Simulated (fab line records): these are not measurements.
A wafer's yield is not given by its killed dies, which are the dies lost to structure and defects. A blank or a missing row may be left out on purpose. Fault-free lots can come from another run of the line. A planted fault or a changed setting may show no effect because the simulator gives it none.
Split-lot study ; flow berkeley cmos170 ; on a route of 331 steps: 5 lots, 23 wafers read

THE SPLIT ITSELF
At UCB170_V1_PEB_10, the setting peb temp c was moved away from the recipe's 130 C on 4 of the 23 wafers read, by -1.6% to -1.3%. The other wafers ran this setting at the recipe's value.

FROM THE SPLIT TO THE READING: what the file shows between them, 4 steps
- UCB170_V1_DEVELOP_11: develop time 45 s (also split here: develop time s)
- UCB170_V1_CD_MEAS_12: target cd 700 nm
- UCB170_V1_ETCH_14: etches SiO2 in CHF3/CF4/Ar, stops on Al, target depth 1250 nm, time 291 s
- UCB170_V1_STRIP_15: strips in O2

THE READING
cd nm (nm) at UCB170_V1_CD_MEAS_90, where the cd target is 700 nm. Fault-free wafers of this fab line usually give 700.0 nm, standard deviation 1.6 nm.

wafer;tool, chamber at the split;peb temp c as run, C;against the recipe;cd nm, nm;against lot-mates on the recipe
L078.1;litho track-03, 0;127.9;-1.6%;685.4;-15.0
L078.2;litho track-03, 0;127.9;-1.6%;686.1;-14.3
L078.3;litho track-03, 0;130;recipe;701.4;-
L078.5;litho track-03, 0;130;recipe;700.1;-
L078.6;litho track-03, 0;130;recipe;699.8;-
L075.1;litho track-01, 0;130;recipe;701.8;-
L075.2;litho track-01, 0;130;recipe;701.1;-
L075.4;litho track-01, 0;130;recipe;700.2;-
L075.5;litho track-01, 0;130;recipe;703.1;-
L075.6;litho track-01, 0;130;recipe;700.1;-
L081.1;litho track-01, 0;130;recipe;699.4;-
L081.2;litho track-01, 0;130;recipe;700.8;-
L081.3;litho track-01, 0;130;recipe;699.1;-
L081.4;litho track-01, 0;130;recipe;699.9;-
L081.5;litho track-01, 0;130;recipe;698.6;-
L080.1;litho track-03, 0;130;recipe;701.6;-
L080.3;litho track-03, 0;130;recipe;699.0;-
L080.6;litho track-03, 0;130;recipe;701.3;-
L083.1;litho track-01, 0;130;recipe;700.1;-
L083.2;litho track-01, 0;130;recipe;700.9;-
L083.3;litho track-01, 0;128.3;-1.3%;688.6;-11.8
L083.4;litho track-01, 0;130;recipe;700.3;-
L083.5;litho track-01, 0;128.3;-1.3%;689.4;-11.0

FIT RESULTS
A straight line over all 23 wafers: cd nm changes by +8.97 nm for each +1% of peb temp c; r = +0.98; the points scatter about the line by 1 nm.
The same after taking each lot's own level away (the mean of its wafers on the recipe; 23 wafers): +8.96 nm for each +1%; r = +0.99; scatter 0.86 nm.
Per that fit: largest peb temp c move, reading shift of 14 nm.
From 699.56 to 701.26 nm: that is the span of the lots' own levels, equal to 1.1 times the standard deviation above.
The two slopes agree, so the slope changes little with the lot-to-lot level.
Check: with one of the wafers moved furthest among these (-1.6%) left out of the fit, the line predicts -14.2 nm for it against its lot-mates. Against them it came out at -15 nm.

THESE WAFERS: OTHER SPLITS
Note: prior to the reading, these wafers also went through further splits. Each is held against what the fit with the lots' levels taken away leaves over:
other split on the same wafers;wafers away from the commonest value;r with cd nm (lot level and that fit taken away)
UCB170_NSD_COAT_01 resist thk nm;4;+0.00
UCB170_SILICIDE_SPUTTER_01 power w;6;-0.25
UCB170_CONTACT_CVD_01 sih4 flow sccm;15;+0.06
UCB170_CONTACT_ETCH_18 rf w;6;-0.13
UCB170_M1_COAT_04 resist thk nm;5;-0.15
UCB170_V1_DEVELOP_11 develop time s;8;+0.21

THE WHOLE CHAIN: every reading that the file lists as answering this split, in the file's order
step;what it does;reading;change (the file's fit);r (the file's)
UCB170_V1_CD_MEAS_12;target cd 700 nm;cd nm;+9.03 nm for each +1% of the setting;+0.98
UCB170_V1_ETCH_14;etches SiO2 in CHF3/CF4/Ar, stops on Al, target depth 1250 nm, time 291 s;V1.cd nm (the simulator's own value, which no gauge read);+8.98 nm for each +1% of the setting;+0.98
UCB170_V1_CD_MEAS_90;target cd 700 nm;cd nm;+8.95 nm for each +1% of the setting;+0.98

THE FILE'S OWN FIT
cd nm changes by +8.95 nm for each +1% of peb temp c, r = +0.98.
